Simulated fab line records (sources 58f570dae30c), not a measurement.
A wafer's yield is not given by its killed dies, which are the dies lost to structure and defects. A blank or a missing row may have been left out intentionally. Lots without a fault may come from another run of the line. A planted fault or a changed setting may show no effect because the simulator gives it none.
Which tool is to blame? | flow berkeley_cmos170 | 15 lots with 45 wafers sampled at 3 steps, on a route of 331 steps

WHAT THE GAUGES READ, wafer by wafer
UCB170_SDANNEAL_RS_MEAS_02: measurement is done with a four-point probe.
lot  | measured     | on            | PSD_RS (ohm/sq)
L855 | day 8 00:38  | film_metro-04 | 75.13 75.40 75.25
L856 | day 8 18:17  | film_metro-02 | 75.71 75.63 75.71
L858 | day 8 18:51  | film_metro-04 | 75.32 74.99 75.34
L863 | day 9 23:44  | film_metro-04 | 75.77 75.63 75.91
L862 | day 10 00:04 | film_metro-01 | 75.52 75.22 75.34
L860 | day 10 00:13 | film_metro-02 | 75.94 75.95 76.13
L865 | day 10 10:46 | film_metro-04 | 75.45 75.85 75.38
L869 | day 11 11:45 | film_metro-02 | 76.28 76.17 75.68
L870 | day 12 03:02 | film_metro-02 | 75.31 75.31 75.51
L873 | day 12 11:26 | film_metro-01 | 75.45 75.55 75.36
L872 | day 12 11:53 | film_metro-01 | 75.45 75.86 75.63
L871 | day 12 12:09 | film_metro-04 | 75.94 75.88 75.98
L876 | day 12 23:26 | film_metro-02 | 75.49 75.34 75.25
L874 | day 13 00:00 | film_metro-02 | 75.60 76.00 75.67
L877 | day 13 06:54 | film_metro-02 | 75.77 75.90 75.64

UCB170_CONTACT_THK_MEAS_02.
lot  | measured     | on            | CONTACT_PSG_THK (nm)
L855 | day 8 03:26  | film_metro-02 | 684 689 696
L856 | day 8 21:05  | film_metro-04 | 695 696 698
L858 | day 8 22:52  | film_metro-03 | 698 696 697
L863 | day 10 02:41 | film_metro-03 | 693 700 701
L862 | day 10 04:20 | film_metro-02 | 697 698 689
L860 | day 10 04:19 | film_metro-03 | 702 706 701
L865 | day 10 14:25 | film_metro-02 | 685 690 691
L869 | day 11 16:01 | film_metro-03 | 697 696 696
L870 | day 12 05:54 | film_metro-04 | 705 696 695
L873 | day 12 14:13 | film_metro-04 | 692 699 695
L872 | day 12 15:59 | film_metro-03 | 690 688 693
L871 | day 12 16:00 | film_metro-04 | 701 701 703
L876 | day 13 03:25 | film_metro-04 | 708 698 701
L874 | day 13 03:25 | film_metro-02 | 706 699 698
L877 | day 13 10:49 | film_metro-03 | 698 695 696

UCB170_M1_OVL_MEAS_10.
lot  | measured     | on         | M1_OVL (nm)
L855 | day 8 07:25  | overlay-02 | -7 -14 -6
L856 | day 9 01:21  | overlay-01 | 5 6 -2
L858 | day 9 03:16  | overlay-02 | 0 5 4
L863 | day 10 07:07 | overlay-02 | -8 -13 -10
L862 | day 10 09:29 | overlay-01 | 2 -2 7
L860 | day 10 08:23 | overlay-02 | -3 4 -6
L865 | day 10 18:44 | overlay-01 | 3 2 1
L869 | day 11 21:27 | overlay-02 | -12 -7 -6
L870 | day 12 10:38 | overlay-02 | 13 2 12
L873 | day 12 18:36 | overlay-02 | -5 -12 -8
L872 | day 12 20:30 | overlay-02 | 4 -6 -3
L871 | day 12 19:59 | overlay-01 | -7 -5 -8
L876 | day 13 07:34 | overlay-02 | -9 -3 -4
L874 | day 13 07:52 | overlay-01 | -1 9 14
L877 | day 13 15:34 | overlay-02 | 5 -11 -5

TOOL THAT RAN EACH LOT (tool first, then ch and the chambers of the sampled wafers, then the start)
The record holds no process step before these readings.

WHAT THE TOOLS THEMSELVES READ (means of the sampled wafers that have a number; where no wafer has one, the mark that the record gives instead)
The record holds no such reading with a usual standard deviation.

THE ANSWER, worked out from the rows above alone
Rule: what is usual is taken from the lots themselves. Put in order of their means at a reading, lots are off if they are a third of the lots or fewer, leave a main group of 4 or more, and stand apart from it by a gap of 3 or more times the standard deviation of the main group's means; of several such gaps the widest counts. Not used: any main group whose means are identical at the precision the tables above print for the reading. A lot without any number at a reading at which 4 lots or more have one is off too. Any other lot the step has rows for is counted as sound. After the gauges, taken in route order, come the tools' own readings; for these a lot's mean is taken, as printed above. At the first step where some lot is off, the reading lying furthest off is the one used; lots without a number count as furthest.
No lot is off on any of the readings shown, so nothing can be concluded from this.

WHAT THE SIMULATOR HAD PUT IN
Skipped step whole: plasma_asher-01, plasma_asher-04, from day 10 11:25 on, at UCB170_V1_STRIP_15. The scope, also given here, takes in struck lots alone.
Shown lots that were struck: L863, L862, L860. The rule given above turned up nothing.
